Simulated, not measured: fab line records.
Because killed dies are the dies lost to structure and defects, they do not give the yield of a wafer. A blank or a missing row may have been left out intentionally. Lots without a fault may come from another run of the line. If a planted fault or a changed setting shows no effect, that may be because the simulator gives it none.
Lot-split experiment :: flow berkeleyCmos170 :: route with 331 steps; 5 lots, 23 wafers read

== THE SPLIT ==
At UCB170_M2_METAL_ETCH_18 (etches Al in Cl2/BCl3, stops on SiO2, target depth 1170 nm, time 195 s), the setting icpW was moved away from the recipe's 600 W on 10 of the 23 wafers read, by -10.0% to +8.1%. For the rest of the wafers, this setting stayed at what the recipe calls for.

Between the split and the reading, the file records no step.

== THE READING ==
oesProductAu, in a.u., at UCB170_M2_STRIP_19 (strips in O2). A value of 0.536 a.u. with a standard deviation of 0.013 a.u. is what fault-free wafers of this fab line usually give.

wafer: L077.2
tool, chamber at the split: rieMetal-01, 1
icpW as run, W: 600
against the recipe: recipe
oesProductAu, a.u.: 0.550
against lot-mates on the recipe: -

wafer: L077.4
tool, chamber at the split: rieMetal-01, 0
icpW as run, W: 600
against the recipe: recipe
oesProductAu, a.u.: 0.560
against lot-mates on the recipe: -

wafer: L077.5
tool, chamber at the split: rieMetal-01, 1
icpW as run, W: 600
against the recipe: recipe
oesProductAu, a.u.: 0.554
against lot-mates on the recipe: -

wafer: L076.1
tool, chamber at the split: rieMetal-03, 1
icpW as run, W: 600
against the recipe: recipe
oesProductAu, a.u.: 0.543
against lot-mates on the recipe: -

wafer: L076.2
tool, chamber at the split: rieMetal-03, 0
icpW as run, W: 546.7
against the recipe: -8.9%
oesProductAu, a.u.: 0.582
against lot-mates on the recipe: +0.044

wafer: L076.3
tool, chamber at the split: rieMetal-03, 0
icpW as run, W: 600
against the recipe: recipe
oesProductAu, a.u.: 0.533
against lot-mates on the recipe: -

wafer: L076.4
tool, chamber at the split: rieMetal-03, 1
icpW as run, W: 546.7
against the recipe: -8.9%
oesProductAu, a.u.: 0.591
against lot-mates on the recipe: +0.053

wafer: L076.5
tool, chamber at the split: rieMetal-03, 1
icpW as run, W: 546.7
against the recipe: -8.9%
oesProductAu, a.u.: 0.592
against lot-mates on the recipe: +0.054

wafer: L075.1
tool, chamber at the split: rieMetal-04, 1
icpW as run, W: 540.1
against the recipe: -10.0%
oesProductAu, a.u.: 0.575
against lot-mates on the recipe: +0.026

wafer: L075.2
tool, chamber at the split: rieMetal-04, 0
icpW as run, W: 600
against the recipe: recipe
oesProductAu, a.u.: 0.548
against lot-mates on the recipe: -

wafer: L075.3
tool, chamber at the split: rieMetal-04, 0
icpW as run, W: 600
against the recipe: recipe
oesProductAu, a.u.: 0.550
against lot-mates on the recipe: -

wafer: L075.4
tool, chamber at the split: rieMetal-04, 1
icpW as run, W: 540.1
against the recipe: -10.0%
oesProductAu, a.u.: 0.582
against lot-mates on the recipe: +0.033

wafer: L075.5
tool, chamber at the split: rieMetal-04, 1
icpW as run, W: 540.1
against the recipe: -10.0%
oesProductAu, a.u.: 0.580
against lot-mates on the recipe: +0.031

wafer: L078.2
tool, chamber at the split: rieMetal-01, 1
icpW as run, W: 648.7
against the recipe: +8.1%
oesProductAu, a.u.: 0.484
against lot-mates on the recipe: -0.060

wafer: L078.3
tool, chamber at the split: rieMetal-01, 0
icpW as run, W: 600
against the recipe: recipe
oesProductAu, a.u.: 0.551
against lot-mates on the recipe: -

wafer: L078.4
tool, chamber at the split: rieMetal-01, 1
icpW as run, W: 600
against the recipe: recipe
oesProductAu, a.u.: 0.545
against lot-mates on the recipe: -

wafer: L078.5
tool, chamber at the split: rieMetal-01, 0
icpW as run, W: 648.7
against the recipe: +8.1%
oesProductAu, a.u.: 0.494
against lot-mates on the recipe: -0.050

wafer: L078.6
tool, chamber at the split: rieMetal-01, 1
icpW as run, W: 600
against the recipe: recipe
oesProductAu, a.u.: 0.535
against lot-mates on the recipe: -

wafer: L083.1
tool, chamber at the split: rieMetal-01, 1
icpW as run, W: 579.8
against the recipe: -3.4%
oesProductAu, a.u.: 0.550
against lot-mates on the recipe: +0.006

wafer: L083.2
tool, chamber at the split: rieMetal-01, 0
icpW as run, W: 600
against the recipe: recipe
oesProductAu, a.u.: 0.543
against lot-mates on the recipe: -

wafer: L083.4
tool, chamber at the split: rieMetal-01, 1
icpW as run, W: 579.8
against the recipe: -3.4%
oesProductAu, a.u.: 0.551
against lot-mates on the recipe: +0.007

wafer: L083.5
tool, chamber at the split: rieMetal-01, 1
icpW as run, W: 600
against the recipe: recipe
oesProductAu, a.u.: 0.537
against lot-mates on the recipe: -

wafer: L083.6
tool, chamber at the split: rieMetal-01, 0
icpW as run, W: 600
against the recipe: recipe
oesProductAu, a.u.: 0.552
against lot-mates on the recipe: -

THE FIT
A straight line over all 23 wafers: oesProductAu changes by -0.00475 a.u. for each +1% of icpW; r = -0.93; the points scatter about the line by 0.0098 a.u.
The same after taking each lot's own level away (the mean of its wafers on the recipe; 23 wafers): -0.00484 a.u. for each +1%; r = -0.93; scatter 0.0098 a.u.
That fit puts the effect of the largest move of icpW on the reading at 0.048 a.u.
The lots' own levels span 0.5380 to 0.5547 a.u., that is 1.3 times the standard deviation above.
Hence the lot-to-lot level has little effect on the slope; both slopes agree.
Check: for one of the wafers moved furthest among these (-10.0%), held out of the fit, the line's prediction against its lot-mates is +0.048 a.u. Against them it came out at +0.026 a.u.

== ADDITIONAL SPLITS CARRIED BY THESE WAFERS ==
These wafers also went through other splits before the reading. Each is held against what the fit with the lots' levels taken away leaves over:
other split on the same wafers: UCB170_V1_ETCH_14 timeS
wafers away from the commonest value: 5
r with oesProductAu (lot level and that fit taken away): -0.16

other split on the same wafers: UCB170_M2_PEB_13 pebTempC
wafers away from the commonest value: 9
r with oesProductAu (lot level and that fit taken away): -0.58

== THE WHOLE CHAIN: every reading that the file lists as answering this split, in the file's order ==
step: UCB170_M2_METAL_ETCH_18
what it does: etches Al in Cl2/BCl3, stops on SiO2, target depth 1170 nm, time 195 s
reading: KrF_of_M2_COAT_10.thkNm (the simulator's own value, which no gauge read)
change (the file's fit): -4.63 nm for each +1% of the setting
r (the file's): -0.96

step: UCB170_M2_STRIP_19
what it does: strips in O2
reading: oesProductAu
change (the file's fit): -0.00476 a.u. for each +1% of the setting
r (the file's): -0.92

== FILE'S OWN FIT ==
oesProductAu changes by -0.00476 a.u. for each +1% of icpW, r = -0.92.
